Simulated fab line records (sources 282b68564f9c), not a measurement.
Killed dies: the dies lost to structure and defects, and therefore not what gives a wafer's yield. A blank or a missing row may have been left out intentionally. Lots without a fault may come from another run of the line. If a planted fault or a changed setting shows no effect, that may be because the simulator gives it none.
Which tool was responsible? | flow rit cmos | 6 lots, 18 wafers sampled, at 2 steps of a route of 202

== WHAT EACH GAUGE READ, for each wafer ==
RIT_GATE_THK_MEAS_09.
lot  | measured    | on            | GATE_POLY_THK (nm)
L681 | day 2 22:35 | film metro-04 | 249.8 250.9 249.6
L684 | day 3 16:30 | film metro-01 | 250.5 252.0 251.4
L693 | day 5 06:28 | film metro-01 | 251.5 250.6 251.5
L695 | day 5 15:54 | film metro-04 | 254.7 252.7 253.6
L698 | day 6 06:25 | film metro-04 | 248.7 247.2 249.7
L701 | day 6 19:35 | film metro-04 | 245.9 247.2 244.3

== WHICH TOOL RAN EACH LOT (tool, then ch and the chambers of the sampled wafers, then the start) ==
lot  | RIT_NRETRO_STRIP_09
L681 | plasma asher-04 ch 0,1, day 2 13:59
L684 | plasma asher-01 ch 1, day 3 10:12
L693 | plasma asher-03 ch 0,1, day 4 23:43
L695 | plasma asher-04 ch 0,1, day 5 09:41
L698 | plasma asher-03 ch 0,1, day 6 01:02
L701 | plasma asher-04 ch 0,1, day 6 14:14
- RIT_NRETRO_STRIP_09: strips in O2, time 180 s.

== THE ANSWER, worked out from the rows above alone ==
Rule: the usual values come from the lots themselves. The widest of any qualifying gaps counts: lots, ordered by their means at a reading, are off when they make up no more than a third of the lots, leave a main group of 4 or more, and stand apart from it by 3 or more times the standard deviation of that group's means. A main group whose means are all the same, to the digits that the tables above print for the reading, isn't used. A lot without any number at a reading at which 4 lots or more have one is off too. The other lots that the step has rows for count as sound.
No lot is off at any reading shown: from this, nothing can be told.

== WHAT THE SIMULATOR PUT IN ==
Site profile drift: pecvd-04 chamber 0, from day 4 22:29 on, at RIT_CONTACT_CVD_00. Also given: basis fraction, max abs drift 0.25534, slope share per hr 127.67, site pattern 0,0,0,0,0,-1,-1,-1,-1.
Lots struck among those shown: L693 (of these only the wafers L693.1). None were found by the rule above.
